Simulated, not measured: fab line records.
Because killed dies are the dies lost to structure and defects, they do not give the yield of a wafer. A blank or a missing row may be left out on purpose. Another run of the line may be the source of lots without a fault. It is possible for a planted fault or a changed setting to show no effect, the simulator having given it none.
fab line records	flow ritCmos
[record] lots = 6	wafers = 18	lastDay = 6
route steps=202 shown CONTACT@172 M1@184
lots that met no fault: from a run of the same line without faults
startH: hours from the record's opening day to when the first of the lot's shown wafers began	waitH: hours from the lot's prior step to this one	" repeats the value in the row above	L1.1+2: a row that stands for several wafers	- value missing, or start not given	* or withheld: withheld	< > ~ a bound
route shown NAME@n: a module of which the file shows steps, and the number in the route of the first	usual: average and standard deviation across the fault-free wafers	same: alike in all rows	chamber/n: place in a boat	sites: per-site readings	_std_site: the standard deviation of these	_edge_site: mean of outer sites minus mean of inner sites	radiusMm: for every site, how far away it sits from the centre of the wafer	mask NAME#n: copy n	behind: tool/chamber where the wafer was last shaped	hold: what put the lot on hold/how long, in hours/how the hold closed	device: transistor that didn't switch, given as n, p or np	end of line: tests of these same wafers at the route's end	step lacking rows: just its recipe	killed: dies lost to structure and defects at the first sort, not the wafer's yield	map: per-die view of a wafer (x killed, . not killed, _ where there is no die)
set.NAME: the setting as run; set.NAME@STEP: as run at that earlier step	model.NAME: the simulator's own value behind a step, which no gauge read
certain route steps with their lots: each step a table, each wafer a row
services: a tool's chamber out of use, with start hour (startH, from the record's first day; less than 0 if before it), hours out, and reason
[[steps]]
[step RIT_CONTACT_SOFTBAKE_04]
[recipe] resist = NOVOLAK	tempC = 90	timeS = 60
[step RIT_CONTACT_EXPOSE_05]
[recipe] maskId = M11	na = 0.6	sourceShape = conventional	sigmaOuter = 0.5	targetCdNm = 1000	doseMj = 250
[step RIT_CONTACT_PEB_06]
[recipe] resist = NOVOLAK	tempC = withheld	timeS = withheld
[step RIT_CONTACT_DEVELOP_07]
[recipe] resist = NOVOLAK	developTimeS = 120	devTempC = 23
[step RIT_CONTACT_CD_MEAS_08]
[recipe] targetCdNm = 1000
[usual] cdNm = 999.7/2.4
lot.wafer	tool	chamber	startH	waitH	cdNm
L289.2	cdSem-02	-	54.11	-	998.3
L289.5	"	-	"	"	998.2
L289.6	"	-	"	"	999.6
L294.1	cdSem-01	-	78.16	-	1002.5
L294.4	"	-	"	"	1002.4
L294.6	"	-	"	"	1000.8
L305.2	cdSem-02	-	137.70	-	997.9
L305.3	"	-	"	"	997.5
L305.6	"	-	"	"	996.8
L306.2	cdSem-01	-	142.64	-	1000.6
L306.3	"	-	"	"	1001.6
L306.5	"	-	"	"	999.8
L307.1	cdSem-01	-	145.17	-	999.0
L307.2	"	-	"	"	996.2
L307.6	"	-	"	"	999.5
L308.3	cdSem-01	-	147.97	-	1003.2
L308.5	"	-	"	"	1003.3
L308.6	"	-	"	"	1002.2
[step RIT_CONTACT_OVL_MEAS_09]
[usual] CONTACT_OVL = 0.2/1.3
lot.wafer	tool	chamber	startH	waitH	CONTACT_OVL[nm]
L289.2	overlay-02	-	54.22	0.1	-0.6
L289.5	"	-	"	"	2.8
L289.6	"	-	"	"	0.5
L294.1	overlay-02	-	78.28	0.1	0.1
L294.4	"	-	"	"	-0.5
L294.6	"	-	"	"	0.2
L305.2	overlay-02	-	137.80	0.1	-0.3
L305.3	"	-	"	"	-0.4
L305.6	"	-	"	"	-1.5
L306.2	overlay-01	-	142.75	0.1	1.5
L306.3	"	-	"	"	0.2
L306.5	"	-	"	"	1.4
L307.1	overlay-02	-	145.29	0.1	-0.7
L307.2	"	-	"	"	1.1
L307.6	"	-	"	"	0.1
L308.3	overlay-01	-	148.06	0.1	-0.2
L308.5	"	-	"	"	0.3
L308.6	"	-	"	"	0.8
[step RIT_CONTACT_HARDBAKE_10]
[recipe] resist = NOVOLAK	tempC = 140	timeS = 60
[step RIT_CONTACT_ETCH_11]
[recipe] targetDepthA = 4800	overEtchFrac = 0.2	stopOn = TiSi2	chemistry = CHF3/CF4/Ar	target = SiO2	CHF3_flow_sccm = 50	cf4FlowSccm = 10	Ar_flow_sccm = 100	O2_flow_sccm = 5	pressureMtorr = 100	rfW = 200	timeS = 320
[usual] cf4FlowSccm = 10.00/0.032	drypumpMotorCurrentA = 5.8/0.41	mfcArSccm = 100.0/0.31	oesProductAu = 0.991/0.02	throttleValvePct = 8.82/0.081
lot.wafer	tool	chamber	startH	waitH	cf4FlowSccm	drypumpMotorCurrentA	mfcArSccm	oesProductAu	rfHoursCounterH	throttleValvePct
L289.2	rieDiel-03	2	54.40	0.1	10.00	5.9	99.4	0.981	128	8.90
L289.5	"	1	"	"	10.06	6.0	100.4	0.966	-	8.81
L289.6	"	0	"	"	10.03	5.6	100.5	1.008	-	8.83
L294.1	rieDiel-04	1	78.47	0.1	9.99	6.2	100.0	1.011	72	8.72
L294.4	"	3	"	"	10.04	5.7	99.5	0.967	29	8.94
L294.6	"	2	"	"	9.93	6.2	100.0	0.971	-	8.68
L305.2	rieDiel-03	0	137.98	0.1	9.96	5.6	100.6	1.019	6	8.82
L305.3	"	3	"	"	9.99	4.8	99.7	0.990	71	8.84
L305.6	"	0	"	"	10.02	5.6	99.9	1.009	-	8.83
L306.2	rieDiel-03	0	142.93	0.1	10.01	5.6	99.9	1.023	6	8.83
L306.3	"	2	"	"	9.98	5.8	100.0	0.975	130	8.92
L306.5	"	0	"	"	9.97	5.6	100.5	1.021	-	8.83
L307.1	rieDiel-04	2	145.48	0.1	10.02	6.2	100.4	0.974	137	8.68
L307.2	"	0	"	"	9.91	6.2	99.6	1.020	131	8.81
L307.6	"	1	"	"	10.01	6.2	99.8	1.009	-	8.73
L308.3	rieDiel-03	3	148.24	0.1	9.96	4.8	100.2	0.986	71	8.85
L308.5	"	1	"	"	9.98	6.0	100.6	0.969	-	8.80
L308.6	"	2	"	"	10.01	5.8	99.5	0.982	-	8.89
[step RIT_CONTACT_STRIP_12]
[recipe] chemistry = O2	timeS = 180	resist = NOVOLAK	platenTempC = withheld	powerW = 500	pressureMtorr = 4000	o2FlowSccm = 4000
[usual] drypumpMotorCurrentA = 5.9/0.37
lot.wafer	tool	chamber	startH	waitH	drypumpMotorCurrentA	rfHoursCounterH
L289.2	plasmaAsher-03	1	54.59	0.1	5.7	43
L289.5	"	0	"	"	6.4	-
L289.6	"	1	"	"	5.7	-
L294.1	plasmaAsher-04	0	78.66	0.1	5.6	43
L294.4	"	0	"	"	5.6	-
L294.6	"	1	"	"	6.4	-
L305.2	plasmaAsher-03	0	138.18	0.1	6.4	52
L305.3	"	0	"	"	6.4	-
L305.6	"	1	"	"	5.7	-
L306.2	plasmaAsher-04	0	143.13	0.1	5.6	3
L306.3	"	0	"	"	5.6	-
L306.5	"	1	"	"	6.4	-
L307.1	plasmaAsher-04	1	145.67	0.1	6.4	3
L307.2	"	0	"	"	5.6	3
L307.6	"	0	"	"	5.6	-
L308.3	plasmaAsher-03	1	148.49	0.2	5.7	-
L308.5	"	1	"	"	5.7	-
L308.6	"	0	"	"	6.4	-
[step RIT_CONTACT_CD_MEAS_90]
[recipe] targetCdNm = 1000
[usual] cdNm = 999.9/2.5
lot.wafer	tool	chamber	startH	waitH	cdNm
L289.2	cdSem-01	-	54.79	0.1	997.9
L289.5	"	-	"	"	999.2
L289.6	"	-	"	"	1000.0
L294.1	cdSem-01	-	78.84	0.1	1002.1
L294.4	"	-	"	"	1002.2
L294.6	"	-	"	"	1000.9
L305.2	cdSem-01	-	138.37	0.1	998.1
L305.3	"	-	"	"	997.5
L305.6	"	-	"	"	996.4
L306.2	cdSem-01	-	143.32	0.1	1000.4
L306.3	"	-	"	"	1002.1
L306.5	"	-	"	"	1000.1
L307.1	cdSem-01	-	145.85	0.1	999.2
L307.2	"	-	"	"	995.9
L307.6	"	-	"	"	999.7
L308.3	cdSem-01	-	148.65	0.1	1003.6
L308.5	"	-	"	"	1003.7
L308.6	"	-	"	"	1002.5
[step RIT_CONTACT_CLEAN_13]
[recipe] chemistry = SC1	mix = 3:3:50	timeS = 600	tempC = 75
[step RIT_CONTACT_CLEAN_14]
[recipe] chemistry = SC2	mix = 3:3:50	timeS = 600	tempC = 75	dry = n2Spin
[step RIT_M1_SPUTTER_00]
[recipe] material = Al	targetThkNm = 400	powerW = 2000	chamberPressurePa = 0.4	gas = Ar	timeS = 500	substrateTempC = 25
[usual] throttleValvePct = 30.5/1.4
lot.wafer	tool	chamber	startH	waitH	throttleValvePct	model.Al_of_M1_SPUTTER_00.thkNm
L289.2	pvdSputter-01	-	55.24	0.0	30.5	394.1
L289.5	"	-	"	"	27.3	389.6
L289.6	"	-	"	"	29.8	388.5
L294.1	pvdSputter-02	-	79.31	0.0	31.2	411.3
L294.4	"	-	"	"	30.2	408.1
L294.6	"	-	"	"	31.4	413.7
L305.2	pvdSputter-02	-	138.84	0.0	29.5	664.9
L305.3	"	-	"	"	30.1	399.9
L305.6	"	-	"	"	31.3	411.5
L306.2	pvdSputter-02	-	143.79	0.0	30.2	404.4
L306.3	"	-	"	"	29.6	663.2
L306.5	"	-	"	"	31.2	411.6
L307.1	pvdSputter-01	-	146.32	0.0	29.7	396.8
L307.2	"	-	"	"	30.3	396.5
L307.6	"	-	"	"	29.7	397.7
L308.3	pvdSputter-04	-	149.09	0.0	31.5	401.7
L308.5	"	-	"	"	29.8	404.9
L308.6	"	-	"	"	30.1	399.6
[step RIT_M1_RS_MEAS_01]
[recipe] thkMeasGauge = four-point-probe	reads = Al_of_M1_SPUTTER_00
[usual] M1_AL_RS = 0.0731/0.0011
lot.wafer	tool	chamber	startH	waitH	M1_AL_RS[ohm/sq]
L289.2	filmMetro-04	-	55.55	0.2	0.0745
L289.5	"	-	"	"	0.0752
L289.6	"	-	"	"	0.0756
L294.1	filmMetro-01	-	79.60	0.1	0.0715
L294.4	"	-	"	"	0.0721
L294.6	"	-	"	"	0.0710
L305.2	filmMetro-01	-	139.15	0.2	0.0439
L305.3	"	-	"	"	0.0735
L305.6	"	-	"	"	0.0714
L306.2	filmMetro-01	-	144.10	0.2	0.0727
L306.3	"	-	"	"	0.0440
L306.5	"	-	"	"	0.0715
L307.1	filmMetro-01	-	146.61	0.1	0.0742
L307.2	"	-	"	"	0.0740
L307.6	"	-	"	"	0.0739
L308.3	filmMetro-04	-	149.43	0.2	0.0733
L308.5	"	-	"	"	0.0725
L308.6	"	-	"	"	0.0734
[step RIT_M1_THK_MEAS_02]
[recipe] thkMeasGauge = xrf	reads = Al_of_M1_SPUTTER_00
[usual] M1_AL_THK = 398/6.6
lot.wafer	tool	chamber	startH	waitH	M1_AL_THK[nm]
L289.2	filmMetro-04	-	55.66	0.1	389
L289.5	"	-	"	"	384
L289.6	"	-	"	"	382
L294.1	filmMetro-01	-	79.72	0.1	409
L294.4	"	-	"	"	404
L294.6	"	-	"	"	410
L305.2	filmMetro-01	-	139.26	0.1	657
L305.3	"	-	"	"	393
L305.6	"	-	"	"	407
L306.2	filmMetro-01	-	144.21	0.1	402
L306.3	"	-	"	"	657
L306.5	"	-	"	"	407
L307.1	filmMetro-01	-	146.73	0.1	395
L307.2	"	-	"	"	396
L307.6	"	-	"	"	397
L308.3	filmMetro-04	-	149.53	0.1	394
L308.5	"	-	"	"	397
L308.6	"	-	"	"	395
[step RIT_M1_HMDS_03]
[recipe] primeTimeS = 60	primeTempC = 140
[step RIT_M1_COAT_04]
[recipe] resist = NOVOLAK	spinRpm = 2000	resistThkNm = 1325
[step RIT_M1_SOFTBAKE_05]
[recipe] resist = NOVOLAK	tempC = 90	timeS = 60
[step RIT_M1_EXPOSE_06]
[recipe] maskId = M12	na = 0.6	sourceShape = conventional	sigmaOuter = 0.5	targetCdNm = 2600	doseMj = 250
[step RIT_M1_PEB_07]
[recipe] resist = NOVOLAK	tempC = withheld	timeS = withheld
[step RIT_M1_DEVELOP_08]
[recipe] resist = NOVOLAK	developTimeS = 68	devTempC = 23
[step RIT_M1_CD_MEAS_09]
[recipe] targetCdNm = 2600
[usual] cdNm = 2600.3/2.2
lot.wafer	tool	chamber	startH	waitH	cdNm
L289.2	cdSem-01	-	56.62	-	2599.4
L289.5	"	-	"	"	2600.2
L289.6	"	-	"	"	2597.5
L294.1	cdSem-01	-	80.90	-	2604.1
L294.4	"	-	"	"	2604.9
L294.6	"	-	"	"	2604.1
L305.2	cdSem-02	-	140.21	-	2598.1
L305.3	"	-	"	"	2600.3
L305.6	"	-	"	"	2598.0
L306.2	cdSem-01	-	145.31	-	2602.1
L306.3	"	-	"	"	2600.7
L306.5	"	-	"	"	2601.0
L307.1	cdSem-02	-	147.80	-	2602.3
L307.2	"	-	"	"	2603.8
L307.6	"	-	"	"	2604.5
L308.3	cdSem-02	-	150.49	-	2600.6
L308.5	"	-	"	"	2600.6
L308.6	"	-	"	"	2597.8
[step RIT_M1_OVL_MEAS_10]
[usual] M1_OVL = 0.7/1.2
lot.wafer	tool	chamber	startH	waitH	M1_OVL[nm]
L289.2	overlay-02	-	56.73	0.1	-1.1
L289.5	"	-	"	"	2.1
L289.6	"	-	"	"	2.6
L294.1	overlay-01	-	81.02	0.1	1.3
L294.4	"	-	"	"	0.3
L294.6	"	-	"	"	-0.1
L305.2	overlay-02	-	140.32	0.1	0.5
L305.3	"	-	"	"	0.4
L305.6	"	-	"	"	0.1
L306.2	overlay-01	-	145.42	0.1	2.3
L306.3	"	-	"	"	1.8
L306.5	"	-	"	"	3.7
L307.1	overlay-02	-	147.92	0.1	0.4
L307.2	"	-	"	"	0.3
L307.6	"	-	"	"	1.3
L308.3	overlay-02	-	150.58	0.1	-0.9
L308.5	"	-	"	"	0.1
L308.6	"	-	"	"	-0.5
[step RIT_M1_HARDBAKE_11]
[recipe] resist = NOVOLAK	tempC = 140	timeS = 120
[step RIT_M1_METAL_ETCH_12]
[recipe] stopOn = SiO2	chemistry = Cl2/BCl3	target = Al	timeS = 165	overEtchFrac = 0.5	pressureMtorr = 100	targetDepthA = 6000	rfW = 250	Cl2_flow_sccm = 60	bcl3FlowSccm = 50
[usual] drypumpMotorCurrentA = 5.5/0.34	oesProductAu = 0.776/0.015	throttleValvePct = 8.34/0.17
lot.wafer	tool	chamber	startH	waitH	drypumpMotorCurrentA	oesProductAu	rfHoursCounterH	throttleValvePct
L289.2	rieMetal-01	1	57.01	0.2	5.0	0.776	1	8.61
L289.5	"	1	"	"	5.0	0.770	-	8.61
L289.6	"	0	"	"	5.6	0.787	-	8.49
L294.1	rieMetal-04	0	81.31	0.2	5.9	0.798	37	8.14
L294.4	"	0	"	"	5.9	0.803	-	8.14
L294.6	"	1	"	"	5.8	0.774	-	8.31
L305.2	rieMetal-02	0	140.63	0.2	5.7	1.019	5	8.18
L305.3	"	1	"	"	5.1	0.752	-	8.18
L305.6	"	0	"	"	5.7	0.776	-	8.24
L306.2	rieMetal-01	0	145.70	0.2	5.6	0.802	2	8.49
L306.3	"	0	"	"	5.6	1.028	-	8.44
L306.5	"	0	"	"	5.6	0.809	-	8.49
L307.1	rieMetal-02	0	148.20	0.2	5.7	0.763	5	8.23
L307.2	"	1	"	"	5.1	0.757	5	8.19
L307.6	"	1	"	"	5.1	0.757	-	8.18
L308.3	rieMetal-01	0	150.91	0.2	5.6	0.800	-	8.49
L308.5	"	1	"	"	5.0	0.778	-	8.61
L308.6	"	0	"	"	5.6	0.799	-	8.48
[step RIT_M1_STRIP_13]
[recipe] chemistry = nmp	resist = NOVOLAK	tempC = 80	timeS = 616.9	dry = n2Spin
[step RIT_M1_PROBE_99]
[usual] defectLimitedYield = 97.6/1.1	killed_at_M0_to_M3 = 0.0/0.12	killedAtContacts = 0.1/0.25	killedAtFrontEnd = 6.3/2.9	killedDies = 6.4/2.8	killedOnRim = 1.7/1.4	killedOpen = 3.3/2	killedShort = 3.1/2	sort_bin_3_pad_short = 0.1/0.2	sort_bin_5_function = 1.4/0.75	sort_bin_6_memory = 0.9/0.59	sortNPass = 257.6/2.8	sortYieldPct = 97.6/1.1
[same] grossDies = 264	killed_at_M4_up = 0	killedAtBackSide = 0	killedAtOther = 0
lot.wafer	tool	chamber	startH	waitH	defectLimitedYield[%]	killed_at_M0_to_M3	killedAtContacts	killedAtFrontEnd	killedDies	killedOnRim	killedOpen	killedShort	sort_bin_3_pad_short[%]	sort_bin_5_function[%]	sort_bin_6_memory[%]	sortNPass	sortYieldPct[%]	model.etest.tester.sortNPass	model.etest.tester.sortYieldPct	model.etest.tester.sort_bin_5_pct	model.etest.nmos_0p3.short	model.etest.diodePplusComb.overLimit	model.etest.nmos_0p15.overLimit	model.etest.nmosNarrow.overLimit	model.etest.contactNplus.short
L289.2	prober-01	-	59.31	0.1	98.1	0	0	5	5	2	0	5	0	1.9	0	259.0	98.1	259	98.11	1.894	0	0	0	0	0
L289.5	prober-01	-	59.46	0.2	98.5	0	0	4	4	1	2	2	0	0.4	1.1	260.0	98.5	260	98.48	0.3788	0	0	0	0	0
L289.6	prober-01	-	59.51	0.2	96.2	0	0	10	10	3	5	5	0	2.7	1.1	254.0	96.2	254	96.21	2.652	0	0	0	0	0
L294.1	prober-02	-	83.56	0.1	97.0	0	0	8	8	1	2	6	0.4	1.1	1.5	256.0	97.0	256	96.97	1.136	0	0	0	0	0
L294.4	prober-02	-	83.71	0.2	98.5	0	0	4	4	1	3	1	0	1.5	0	260.0	98.5	260	98.48	1.515	0	0	0	0	0
L294.6	prober-02	-	83.81	0.2	96.6	0	0	9	9	2	2	7	0.4	1.5	1.5	255.0	96.6	255	96.59	1.515	0	0	0	0	0
L305.2	prober-02	-	142.95	0.1	1.5	254	0	6	260	67	5	1	0	97.7	0.8	4.0	1.5	4	1.515	97.73	1	1	1	1	1
L305.3	prober-02	-	143.00	0.2	97.7	0	0	6	6	1	4	2	0.4	0.8	1.1	258.0	97.7	258	97.73	0.7576	0	0	0	0	0
L305.6	prober-02	-	143.15	0.2	95.8	0	0	11	11	1	6	5	0.4	2.3	1.5	253.0	95.8	253	95.83	2.273	0	0	0	0	0
L306.2	prober-01	-	148.02	0.1	100.0	0	0	0	0	0	0	0	0	0	0	264.0	100.0	264	100	0	0	0	0	0	0
L306.3	prober-01	-	148.07	0.2	0	259	0	5	264	70	3	2	0	99.2	0.8	0	0	0	0	99.24	1	1	1	1	1
L306.5	prober-01	-	148.17	0.2	97.0	0	0	8	8	3	3	5	0.4	1.1	1.5	256.0	97.0	256	96.97	1.136	0	0	0	0	0
L307.1	prober-02	-	150.47	0.1	96.2	0	0	10	10	3	7	3	0	1.9	1.9	254.0	96.2	254	96.21	1.894	0	0	0	0	0
L307.2	prober-02	-	150.52	0.1	97.7	0	1	5	6	3	2	4	0	1.9	0.4	258.0	97.7	258	97.73	1.894	0	0	0	0	0
L307.6	prober-02	-	150.72	0.2	95.5	0	0	12	12	4	7	5	0	4.2	0.4	252.0	95.5	252	95.45	4.167	0	0	0	0	0
L308.3	prober-01	-	153.21	0.2	98.1	0	0	5	5	1	2	3	0.4	0.8	0.8	259.0	98.1	259	98.11	0.7576	0	0	0	0	0
L308.5	prober-01	-	153.31	0.2	98.1	0	1	4	5	0	0	5	0	1.5	0.4	259.0	98.1	259	98.11	1.515	0	0	0	0	0
L308.6	prober-01	-	153.36	0.2	99.2	0	0	2	2	1	1	1	0	0	0.8	262.0	99.2	262	99.24	0	0	0	0	0	0
// killed by level:class
L289.2 REOX:geometricParticle:short=3 GATE:geometricParticle:short=1 SPACER:geometricParticle:short=1
L289.5 GATE:geometricParticle:short=2 FOX1:geometricParticle:open=1 FOX2:geometricParticle:open=1
L289.6 GATE:geometricParticle:open=3 FOX2:geometricParticle:short=2 SPACER:geometricParticle:open=2 FOX1:geometricParticle:short=1 GATE:geometricParticle:short=1 SILICIDE:geometricParticle:short=1
L294.1 GATE:geometricParticle:short=2 FOX1:geometricParticle:short=1 GATE:geometricParticle:open=1 REOX:geometricParticle:open=1 REOX:geometricParticle:short=1 SPACER:geometricParticle:short=1 SILICIDE:geometricParticle:short=1
L294.4 GATE:geometricParticle:open=3 SPACER:geometricParticle:short=1
L294.6 REOX:geometricParticle:short=2 FOX1:geometricParticle:short=1 FOX2:geometricParticle:short=1 GATE:geometricParticle:short=1 REOX:geometricParticle:open=1 SPACER:geometricParticle:short=1 SILICIDE:geometricParticle:open=1 SILICIDE:geometricParticle:short=1
L305.2 M1:areaEtch=254 GATE:geometricParticle:open=2 SILICIDE:geometricParticle:open=2 GATE:geometricParticle:short=1 REOX:geometricParticle:open=1
L305.3 GATE:geometricParticle:open=2 REOX:geometricParticle:open=1 REOX:geometricParticle:short=1 SPACER:geometricParticle:short=1 SILICIDE:geometricParticle:open=1
L305.6 FOX1:geometricParticle:open=3 GATE:geometricParticle:open=2 GATE:geometricParticle:short=2 FOX1:geometricParticle:short=1 REOX:geometricParticle:short=1 SPACER:geometricParticle:short=1 SPACER:geometricParticle:open=1
L306.3 M1:areaEtch=259 SPACER:geometricParticle:open=2 FOX1:geometricParticle:open=1 GATE:geometricParticle:short=1 SPACER:geometricParticle:short=1
L306.5 SPACER:geometricParticle:short=2 FOX2:geometricParticle:open=1 FOX2:geometricParticle:short=1 GATE:geometricParticle:open=1 GATE:geometricParticle:short=1 REOX:geometricParticle:short=1 SPACER:geometricParticle:open=1
L307.1 GATE:geometricParticle:open=4 GATE:geometricParticle:short=2 FOX1:geometricParticle:short=1 FOX1:geometricParticle:open=1 REOX:geometricParticle:open=1 SPACER:geometricParticle:open=1
L307.2 SILICIDE:geometricParticle:short=2 FOX1:geometricParticle:short=1 REOX:geometricParticle:short=1 REOX:geometricParticle:open=1 CONTACT:geometricParticle:open=1
L307.6 GATE:geometricParticle:short=4 GATE:geometricParticle:open=4 FOX1:geometricParticle:short=1 FOX2:geometricParticle:open=1 SPACER:geometricParticle:open=1 SILICIDE:geometricParticle:open=1
L308.3 SILICIDE:geometricParticle:short=3 FOX2:geometricParticle:open=1 SILICIDE:geometricParticle:open=1
L308.5 SILICIDE:geometricParticle:short=2 GATE:geometricParticle:short=1 SPACER:geometricParticle:short=1 CONTACT:geometricParticle:short=1
L308.6 GATE:geometricParticle:open=1 SILICIDE:geometricParticle:short=1
// map L305.2 (x killed, . not)
________xxxxxxx_______
_____xxxxxxxxxxxxx____
____xxxxxxxxxxxxxxx___
___xxxxxxxxxxxxxxxxx__
__.xxxxxxxxxxxxxxxxxx_
__.xxxxxxxxxxxxxxxxxx_
_xxxxxxxxxxxxxxxxxxxxx
_xxxxxxxxxxxxxxxxxxxx.
_xxxxxxxxxxxxxxxxxxxxx
_xxxxxxxxxxxxxxxxxxxxx
__xxxxxxxxxxxxxxxxxxx_
__xx.xxxxxxxxxxxxxxxx_
___xxxxxxxxxxxxxxxxx__
____xxxxxxxxxxxxxxx___
_____xxxxxxxxxxxxx____
________xxxxxxx_______
// map L306.3 (x killed, . not)
________xxxxxxx_______
_____xxxxxxxxxxxxx____
____xxxxxxxxxxxxxxx___
___xxxxxxxxxxxxxxxxx__
__xxxxxxxxxxxxxxxxxxx_
__xxxxxxxxxxxxxxxxxxx_
_xxxxxxxxxxxxxxxxxxxxx
_xxxxxxxxxxxxxxxxxxxxx
_xxxxxxxxxxxxxxxxxxxxx
_xxxxxxxxxxxxxxxxxxxxx
__xxxxxxxxxxxxxxxxxxx_
__xxxxxxxxxxxxxxxxxxx_
___xxxxxxxxxxxxxxxxx__
____xxxxxxxxxxxxxxx___
_____xxxxxxxxxxxxx____
________xxxxxxx_______
[[services]]
tool	chamber	startH	hours	kind
plasmaAsher-03	-	32.03	0.3	repair
rieDiel-03	3	55.04	15.0	repair
plasmaAsher-03	-	59.40	2.3	repair
pvdSputter-01	-	60.96	3.0	repair
rieDiel-04	-	65.34	1.1	repair
rieDiel-03	1	81.72	18.8	repair
pvdSputter-02	-	92.19	3.7	repair
rieDiel-03	-	97.19	2.8	pm
rieMetal-04	-	101.68	1.4	pm
rieDiel-03	2	107.50	12.0	repair
plasmaAsher-04	-	108.75	9.0	pm
plasmaAsher-04	0	108.75	9.0	ventCycle
plasmaAsher-04	1	108.75	9.0	ventCycle
plasmaAsher-04	0	117.75	-	clean
plasmaAsher-04	1	117.75	-	clean
pvdSputter-02	-	120.33	3.4	repair
rieMetal-02	-	133.19	0.9	repair
rieMetal-04	-	136.12	20.0	pm
rieMetal-04	0	136.12	20.0	ventCycle
rieMetal-04	1	136.12	20.0	ventCycle
rieMetal-02	1	144.10	2.5	repair
[[key]]
[firstSign] step = RIT_M1_RS_MEAS_01	reading = M1_AL_RS	direction = down	sigmas = 26	usual = 0.0731	struck = 0.0440
[effect] step = RIT_M1_THK_MEAS_02	reading = M1_AL_THK	direction = up	sigmas = 40	usual = 398	struck = 657
[effect] step = RIT_M1_METAL_ETCH_12	reading = oesProductAu	direction = up	sigmas = 17	usual = 0.776	struck = 1.024
[effect] step = RIT_M1_PROBE_99	reading = killed_at_M0_to_M3	direction = up	sigmas = 99+	usual = 0.0	struck = 256.5
[modelEffect] step = RIT_M1_SPUTTER_00	value = Al_of_M1_SPUTTER_00.thkNm	without = 401	struck = 664
[modelEffect] step = RIT_M1_PROBE_99	value = etest.tester.sortNPass	without = 258.5	struck = 2
[moreKillsBornAt] RIT_M1_METAL_ETCH_12@rieMetal-01 = 259	RIT_M1_METAL_ETCH_12@rieMetal-02 = 254
metAt RIT_M1_SPUTTER_00
struckWafers L305.2,L306.3
laterRowsLeftOut L305.2,L306.3
[fault] kind = processParameterDrift	tool = pvdSputter-02	chamber = -	onsetH = 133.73	steps = RIT_M1_SPUTTER_00	channel = targetThkNm	offset = 263.05	shape = step	endH = 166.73	stated = 400	scope = struckWafersOnly
// laterRowsLeftOut: the simulator's readings of these wafers behind a module that went badly wrong aren't trusted and aren't shown, but for the sort
